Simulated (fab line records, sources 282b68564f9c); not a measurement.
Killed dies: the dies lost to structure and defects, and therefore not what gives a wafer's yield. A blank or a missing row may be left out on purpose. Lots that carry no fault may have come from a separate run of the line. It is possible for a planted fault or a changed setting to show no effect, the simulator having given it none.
Comparing a struck lot with a sound one    flow rit-cmos    17 steps out of a route of 202
Sound: wafers L867.1, L867.4, L867.5. Wafers struck: L860.1, L860.4, L860.5. Last of all comes the cause.
Order at every step that has rows: each side's tool, ch and its chambers, its first start. Under that, the readings that differ: sound wafers    struck wafers    difference of the means    sigmas: that difference in standard deviations of wafers without a fault.
alike: words and numbers the same on both sides, and readings whose means are apart by under 2 such deviations; not compared: readings that were withheld, readings missing a value for some wafer, numbers with overlapping values and no deviation given by the record, and bounds like >300 which may hide the same value.
The two part at a step that has a row with sigmas, a row that says differs or no value, or rows on one side only. Non-overlapping numbers with no deviation appear without sigmas and do not part them. Lack of a reading on every wafer of one side parts them only where that side has two or more wafers.

first, 4 steps without rows for these wafers: RIT_PLDD_SOFTBAKE_02 (time 60 s); RIT_PLDD_EXPOSE_03 (exposes mask M8, target cd 40900 nm); RIT_PLDD_PEB_04; RIT_PLDD_DEVELOP_05 (develop time 50 s).
RIT_PLDD_OVL_MEAS_06:
  sound on overlay-01 at day 5 11:17; struck on overlay-01 at day 4 01:41
  alike: PLDD_OVL
then, 2 steps without rows for these wafers: RIT_PLDD_HARDBAKE_07 (time 60 s); RIT_PLDD_IMPLANT_08.
RIT_PLDD_STRIP_09: strips in O2, time 180 s.
  sound on plasma-asher-04 ch 0,1, day 5 11:40; struck on plasma-asher-01 ch 0, day 4 02:02
reading                      sound        struck       difference  sigmas
drypump-motor-current-A (A)  6.5 6.5 6.1  5.4 5.4 5.4  -1.0        -2
  not compared: rf-hours-counter-h
RIT_PLDD_TW_MEAS_10:
  sound on film-metro-01 at day 5 11:51; struck on film-metro-03 at day 4 02:12
reading  sound           struck          difference  sigmas
PLDD_TW  2303 2296 2317  2364 2366 2353  +56         +3
then, 3 steps without rows for these wafers: RIT_SPACER_CLEAN_00 (cleans in SC1, time 600 s); RIT_SPACER_CLEAN_01 (cleans in dHF, time 30 s); RIT_SPACER_CLEAN_02 (cleans in SC2, time 600 s).
RIT_SPACER_CVD_03: deposits Si3N4 from SiH2Cl2/NH3, target thk 250 nm, time 3300 s.
  sound on lpcvd-02 ch 1, day 5 12:32; struck on lpcvd-02 ch 0, day 4 02:38
  alike: nh3-flow-sccm, zone-power-load-pct
RIT_SPACER_THK_MEAS_04:
  sound on film-metro-01 at day 5 14:27; struck on film-metro-04 at day 4 04:33
reading                  sound              struck             difference  sigmas
SPACER_NITRIDE_THK (nm)  249.6 249.5 251.5  210.8 211.9 211.2  -38.9       -19
RIT_SPACER_ETCHBACK_05: etches Si3N4 in SF6/CHF3, stops on SiO2, target depth 250 nm, time 240 s.
  sound on rie-diel-02 ch 2,3, day 5 14:31; struck on rie-diel-02 ch 0,2,3, day 4 04:37
reading                sound              struck             difference  sigmas
oes-product-au (a.u.)  0.840 0.833 0.840  0.734 0.752 0.760  -0.089      -7
  alike: drypump-motor-current-A, throttle-valve-pct
  not compared: rf-hours-counter-h
then, 1 step without rows for these wafers: RIT_NSD_HMDS_00 (prime time 60 s).
RIT_M1_PROBE_99:
  rows exist in the record for the struck wafers here (prober-02, day 4 15:41), but not for the sound ones

WHERE THEY PART
First at RIT_PLDD_STRIP_09; last, within this record, at RIT_M1_PROBE_99.

WHY: what the simulator had put in
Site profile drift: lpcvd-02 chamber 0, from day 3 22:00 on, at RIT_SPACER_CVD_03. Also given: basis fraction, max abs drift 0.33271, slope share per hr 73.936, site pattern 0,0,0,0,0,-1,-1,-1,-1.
